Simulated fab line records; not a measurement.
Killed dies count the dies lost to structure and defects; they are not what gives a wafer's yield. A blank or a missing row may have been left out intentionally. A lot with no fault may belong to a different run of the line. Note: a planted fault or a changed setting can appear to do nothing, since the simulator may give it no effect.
2 desks, one fault || flow rit_cmos || only its own numbers are on each desk; what lay behind them is given at the end

AT THE METROLOGY DESK
Means of the sampled wafers that have a number, per lot and without regard to the tool the lot ran on: this is what the gauges read. Any lot whose mean is over 4 standard deviations away from the usual mean is out of limits and marked OUT; that distance is given in the brackets.
Columns: A = cd_nm at RIT_GATE_CD_MEAS_16, usual 150.1 nm; B = GATE_OVL at RIT_GATE_OVL_MEAS_17, usual 0.9 nm; C = cd_nm at RIT_GATE_CD_MEAS_90, usual 150.1 nm; D = REOX_OXIDE_THK at RIT_REOX_THK_MEAS_04, usual 25.1 nm; E = NLDD_OVL at RIT_NLDD_OVL_MEAS_06, usual -1.2 nm
{"lot": "L738", "first seen here": "day 3 00:55", "A": 153.6, "B": 1.6, "C": 153.8, "D": 26.1, "E": 0.2}
{"lot": "L740", "first seen here": "day 3 10:52", "A": 151.1, "B": 0.5, "C": 151.4, "D": 25.9, "E": -3.0}
{"lot": "L742", "first seen here": "day 3 23:46", "A": 151.0, "B": -0.1, "C": 150.7, "D": 25.5, "E": -1.4}
{"lot": "L744", "first seen here": "day 4 08:22", "A": 148.5, "B": -0.3, "C": 148.8, "D": 25.6, "E": -1.0}
{"lot": "L756", "first seen here": "day 6 21:20", "A": 147.5, "B": 0.4, "C": 147.5, "D": 24.2, "E": -0.9}
{"lot": "L758", "first seen here": "day 7 08:48", "A": 150.4, "B": 0.3, "C": 150.5, "D": 25.1, "E": -1.0}
This desk's finding: nothing out of limits on any of the 6 lots.

DESK OF THE TOOL OWNER: litho_track-03
The tool's own readings at RIT_NLDD_COAT_01 (resist thk 1000 nm): means of the sampled wafers that have a number, for each lot that ran on this tool. Any lot whose mean is over 4 standard deviations away from the usual mean is out of limits and marked OUT; that distance is given in the brackets.
Columns: A = chill_plate_temp_C at RIT_NLDD_COAT_01, usual 23.01 C; B = exhaust_pa at RIT_NLDD_COAT_01, usual 45.0 Pa; C = spin_speed_rpm at RIT_NLDD_COAT_01, usual 3249.5 rpm
{"lot": "L738", "first seen here": "day 3 05:19", "A": 23.06, "B": 44.1, "C": 3250.0}
{"lot": "L756", "first seen here": "day 7 01:15", "A": 22.98, "B": 45.4, "C": "2158.8 (-99 or more) OUT"}
{"lot": "L758", "first seen here": "day 7 12:38", "A": 22.92, "B": 46.7, "C": "2158.9 (-99 or more) OUT"}
Finding of this desk: L756, L758 out of limits; the first was L756 at day 7 01:15, on spin_speed_rpm at RIT_NLDD_COAT_01. L738: within limits.

ALL TOGETHER
On L756, L758, at day 7 01:15, an alarm was possible from the tool owner's desk.
Nothing out of limits was seen by the metrology desk.
The metrology desk has L756, L758 on record, within its limits.
Of the lots named, all ran RIT_NLDD_COAT_01 on litho_track-03.

WHAT THE SIMULATOR HAD INSERTED
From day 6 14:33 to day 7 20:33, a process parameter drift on litho_track-03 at RIT_NLDD_COAT_01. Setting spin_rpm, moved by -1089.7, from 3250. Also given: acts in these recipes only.
Shown lots that were struck: L756, L758.
Hours from the fault's start to each desk's first reading out of limits: the tool owner's desk, 11.
